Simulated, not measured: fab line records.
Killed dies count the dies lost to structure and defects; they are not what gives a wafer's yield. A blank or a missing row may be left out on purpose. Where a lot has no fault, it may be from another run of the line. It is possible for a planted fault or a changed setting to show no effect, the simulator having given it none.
Comparing a struck lot with a sound one -- flow rit-cmos -- 22 out of 202 route steps
Sound: these wafers, L590.1, L590.4, L590.5. The struck wafers were L599.2, L599.5, L599.6. The cause is named last.
At each step with rows: each side's tool, then ch and its chambers, then its first start. Under that, the readings that differ: sound wafers -- struck wafers -- difference of the means -- sigmas: that difference in standard deviations of wafers without a fault.
alike: words and numbers the same on both sides, and readings whose means are apart by under 2 such deviations; not compared: readings that were withheld, readings missing a value for some wafer, numbers with overlapping values and no deviation given by the record, and bounds like >300 which may hide the same value.
The two part at a step that has a row with sigmas, a row that says differs or no value, or rows on one side only. Numbers that don't overlap but have no deviation are shown without sigmas and don't part them. A reading missing from all wafers of one side parts the sides only when that side holds two or more wafers.

first, 2 steps without rows for these wafers: RIT_NSD_HARDBAKE_07 (time 60 s); RIT_NSD_IMPLANT_08.
RIT_NSD_STRIP_09: strips in O2, time 180 s.
  sound on plasma-asher-01 ch 0, day 3 05:35; struck on plasma-asher-01 ch 0,1, day 5 00:40
  alike: drypump-motor-current-A
  not compared: rf-hours-counter-h
RIT_NSD_TW_MEAS_10:
  sound on film-metro-01, day 3 05:46; struck on film-metro-01, day 5 00:52
  alike: NSD_TW
then, 6 steps without rows for these wafers: RIT_PSD_HMDS_00 (prime time 60 s); RIT_PSD_COAT_01 (resist thk 1000 nm); RIT_PSD_SOFTBAKE_02 (time 60 s); RIT_PSD_EXPOSE_03 (exposes mask M10, target cd 40900 nm); RIT_PSD_PEB_04; RIT_PSD_DEVELOP_05 (develop time 50 s).
RIT_PSD_OVL_MEAS_06:
  sound on overlay-01, day 3 06:40; struck on overlay-01, day 5 01:58
  alike: PSD_OVL
then, 1 step without rows for these wafers: RIT_PSD_HARDBAKE_07 (time 60 s).
RIT_PSD_IMPLANT_08:
  sound on implanter-01 ch 0, day 3 06:52; struck on implanter-02 ch 0, day 5 02:10
reading,sound,struck,difference,sigmas
beam-on-s (s),11.3 11.3 11.2,16.8 17.0 17.2,+5.7,+9
dose-ions-cm2,4.994e+15 4.997e+15 4.999e+15,7.002e+15 7.011e+15 7.018e+15,+2.014e+15,+99 or more
  alike: tilt-deg
RIT_PSD_STRIP_09: strips in O2, time 180 s.
  sound on plasma-asher-01 ch 0,1, day 3 07:01; struck on plasma-asher-02 ch 0,1, day 5 02:17
  alike: drypump-motor-current-A
  not compared: rf-hours-counter-h
RIT_PSD_TW_MEAS_10:
  sound on film-metro-02, day 3 07:11; struck on film-metro-03, day 5 02:29
  alike: PSD_TW
then, 3 steps without rows for these wafers: RIT_SDANNEAL_CLEAN_00 (cleans in SC1, time 600 s); RIT_SDANNEAL_CLEAN_01 (cleans in dHF, time 30 s); RIT_SDANNEAL_CLEAN_02 (cleans in SC2, time 600 s).
RIT_SDANNEAL_RTA_03: time 5 s.
  sound on rtp-anneal-01 ch 0, day 3 07:40; struck on rtp-anneal-01 ch 0, day 5 02:57
  alike: wafer_temp_C_max
RIT_SDANNEAL_RS_MEAS_04: measures by four-point-probe.
  sound on film-metro-01, day 3 07:43; struck on film-metro-03, day 5 03:23
reading,sound,struck,difference,sigmas
PSD_RS (ohm/sq),115.9 115.9 115.7,111.9 112.1 112.0,-3.8,-12
  not compared: hold
RIT_SDANNEAL_RS_MEAS_05: measures by four-point-probe.
  sound on film-metro-01, day 3 07:50; struck on film-metro-03, day 5 04:53
reading,sound,struck,difference,sigmas
hold,- - -,await-dispo/1.4h/release await-dispo/1.4h/release await-dispo/1.4h/release,no value on the sound wafers,
NSD_RS (ohm/sq),83.97 84.30 84.11,84.72 84.48 84.79,+0.54,+2
RIT_M1_PROBE_99:
  only the struck wafers here have rows in the record (prober-02, day 5 13:18); the sound ones have none

== WHERE THEY PART ==
First at RIT_PSD_IMPLANT_08; last, within this record, at RIT_M1_PROBE_99.

WHY: what had been put in by the simulator
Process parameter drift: implanter-02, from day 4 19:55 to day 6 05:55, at RIT_PSD_IMPLANT_08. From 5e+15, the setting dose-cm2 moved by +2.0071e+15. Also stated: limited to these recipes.
